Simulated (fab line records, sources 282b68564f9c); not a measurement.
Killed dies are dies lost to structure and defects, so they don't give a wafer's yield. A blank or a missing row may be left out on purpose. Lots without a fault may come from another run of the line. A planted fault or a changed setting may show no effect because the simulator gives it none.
Tool commonality check | flow rit_cmos | 14 lots, 42 wafers sampled

WHY IT WAS OPENED
At RIT_FOX1_THK_MEAS_01 the reading FOX1_OXIDE_THK is flagged on 2 of 14 lots. Wafers without a fault read 352 nm, standard deviation 7.4.
Rule: a lot is flagged when every wafer of it that has a number lies more than 4 standard deviations from that mean, or none has a number. The other lots count as sound.

lot  | measured    | on            | FOX1_OXIDE_THK (nm), wafer by wafer | flag
L926 | day 1 17:56 | film_metro-04 | 357 356 359                         |
L927 | day 1 22:11 | film_metro-04 | 347 343 346                         |
L928 | day 2 04:31 | film_metro-03 | 351 354 346                         |
L929 | day 2 07:53 | film_metro-03 | 360 361 356                         |
L930 | day 2 13:27 | film_metro-04 | 357 358 359                         |
L931 | day 2 17:52 | film_metro-04 | 353 351 362                         |
L934 | day 3 08:59 | film_metro-04 | 362 362 358                         |
L938 | day 4 06:11 | film_metro-03 | 446 438 446                         | FLAGGED
L939 | day 4 10:03 | film_metro-02 | 435 427 429                         | FLAGGED
L942 | day 5 01:46 | film_metro-03 | 347 348 345                         |
L943 | day 5 08:11 | film_metro-03 | 357 362 361                         |
L945 | day 5 16:16 | film_metro-02 | 348 346 350                         |
L948 | day 6 06:49 | film_metro-02 | 343 339 347                         |
L949 | day 6 13:08 | film_metro-02 | 339 334 339                         |
The numbers of the flagged lots are 437 nm on average: +85 nm against the usual, or +11 standard deviations.

WHICH TOOL RAN EACH LOT
The record holds 1 process step before the reading, out of a route of 202 steps. In each cell: the tool, then ch and the chambers that the sampled wafers went through, then the start.
lot  | flag    | RIT_FOX1_OXIDATION_00
L926 |         | furnace-04 ch 0, day 1 16:36
L927 |         | furnace-03 ch 0, day 1 20:52
L928 |         | furnace-02 ch 0, day 2 03:12
L929 |         | furnace-04 ch 0, day 2 06:34
L930 |         | furnace-04 ch 0, day 2 12:08
L931 |         | furnace-04 ch 0, day 2 16:32
L934 |         | furnace-04 ch 0, day 3 07:40
L938 | FLAGGED | furnace-04 ch 0, day 4 04:52
L939 | FLAGGED | furnace-04 ch 0, day 4 08:44
L942 |         | furnace-02 ch 0, day 5 00:26
L943 |         | furnace-03 ch 0, day 5 06:52
L945 |         | furnace-02 ch 0, day 5 14:56
L948 |         | furnace-02 ch 0, day 6 05:31
L949 |         | furnace-02 ch 0, day 6 11:50
What these steps do:
- RIT_FOX1_OXIDATION_00: target thk 350.7 nm, ox time 1130 s.
- RIT_FOX1_THK_MEAS_01

FLAGGED OVER TOTAL, TOOL BY TOOL (the gauges that took the reading come last)
step                  | tool          | lots run | flagged | share of the flagged lots | sound lots run after its first flagged lot
RIT_FOX1_OXIDATION_00 | furnace-02    | 5        | 0       | none                      | -
RIT_FOX1_OXIDATION_00 | furnace-03    | 2        | 0       | none                      | -
RIT_FOX1_OXIDATION_00 | furnace-04    | 7        | 2       | all                       | 0
RIT_FOX1_THK_MEAS_01  | film_metro-02 | 4        | 1       | some                      | 3 (L945,L948,L949)
RIT_FOX1_THK_MEAS_01  | film_metro-03 | 5        | 1       | some                      | 2 (L942,L943)
RIT_FOX1_THK_MEAS_01  | film_metro-04 | 5        | 0       | none                      | -

WHAT THE TABLE ALLOWS
1 row of the table ran every flagged lot: furnace-04 at RIT_FOX1_OXIDATION_00.
- furnace-04 at RIT_FOX1_OXIDATION_00: 2 of its 7 lots flagged. Its last sound lot is L934 (day 3 07:40), its first flagged lot L938 (day 4 04:52): a fault that began between those two fits.
One tool is left: furnace-04 at RIT_FOX1_OXIDATION_00.

WHAT THE SIMULATOR HAD PUT IN
Process parameter drift: furnace-04, from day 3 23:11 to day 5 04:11, at RIT_FOX1_OXIDATION_00. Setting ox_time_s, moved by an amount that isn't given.
Lots struck among those shown: L938, L939. The rule above found the same.
